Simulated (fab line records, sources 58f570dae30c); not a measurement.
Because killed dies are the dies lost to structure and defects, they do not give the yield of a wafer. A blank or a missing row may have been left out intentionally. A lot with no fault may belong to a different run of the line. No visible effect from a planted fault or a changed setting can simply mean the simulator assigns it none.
Which tool did it? / flow berkeley-cmos170 / route of 331 steps, sampled at 1 step: 14 lots, 42 wafers

== WHAT THE GAUGES READ, wafer by wafer ==
UCB170_START_BOW_MEAS_00. Usual: for INCOMING_BOW the level is 0 um and the standard deviation is 6.3.
lot=L344; measured=day 1 10:02; on=film-metro-03; INCOMING_BOW (um)=7 -1 4; flag=
lot=L345; measured=day 1 15:00; on=film-metro-01; INCOMING_BOW (um)=1 -13 -1; flag=
lot=L346; measured=day 1 20:00; on=film-metro-03; INCOMING_BOW (um)=0 -2 9; flag=
lot=L347; measured=day 2 01:01; on=film-metro-03; INCOMING_BOW (um)=-5 -3 4; flag=
lot=L350; measured=day 2 16:01; on=film-metro-01; INCOMING_BOW (um)=-3 -4 -9; flag=
lot=L351; measured=day 2 21:02; on=film-metro-03; INCOMING_BOW (um)=1 6 -7; flag=
lot=L352; measured=day 3 02:00; on=film-metro-03; INCOMING_BOW (um)=-1 2 4; flag=
lot=L353; measured=day 3 07:01; on=film-metro-04; INCOMING_BOW (um)=7 -2 0; flag=
lot=L354; measured=day 3 12:00; on=film-metro-04; INCOMING_BOW (um)=-9 2 7; flag=
lot=L357; measured=day 4 03:00; on=film-metro-01; INCOMING_BOW (um)=-5 -13 -4; flag=
lot=L363; measured=day 5 09:01; on=film-metro-01; INCOMING_BOW (um)=1 0 12; flag=
lot=L364; measured=day 5 14:02; on=film-metro-03; INCOMING_BOW (um)=-7 -1 -4; flag=
lot=L366; measured=day 6 00:00; on=film-metro-04; INCOMING_BOW (um)=16 -7 -6; flag=
lot=L367; measured=day 6 05:00; on=film-metro-03; INCOMING_BOW (um)=-5 2 -9; flag=

== TOOL THAT RAN EACH LOT (tool first, then ch and the chambers of the sampled wafers, then the start) ==
Record: no process step prior to these readings.

== WHAT THE TOOLS THEMSELVES READ (means of the sampled wafers that have a number; where no wafer has one, the mark that the record gives instead) ==
The record holds no such reading with a usual standard deviation.

== THE ANSWER, worked out from the rows above alone ==
Rule: a lot counts as off when the mean over its wafers that have a number is more than 3 standard deviations away from the usual mean. Also off: a lot with no number at a reading for which 4 or more lots have one. Any other lot the step has rows for is counted as sound. First the gauges in route order, then the tools' own readings, where a lot's mean is used as printed above. At the first step where some lot is off, the reading lying furthest off is the one used; lots without a number count as furthest.
None of the lots is off at any reading shown; this tells nothing.

== WHAT WAS PUT IN BY THE SIMULATOR ==
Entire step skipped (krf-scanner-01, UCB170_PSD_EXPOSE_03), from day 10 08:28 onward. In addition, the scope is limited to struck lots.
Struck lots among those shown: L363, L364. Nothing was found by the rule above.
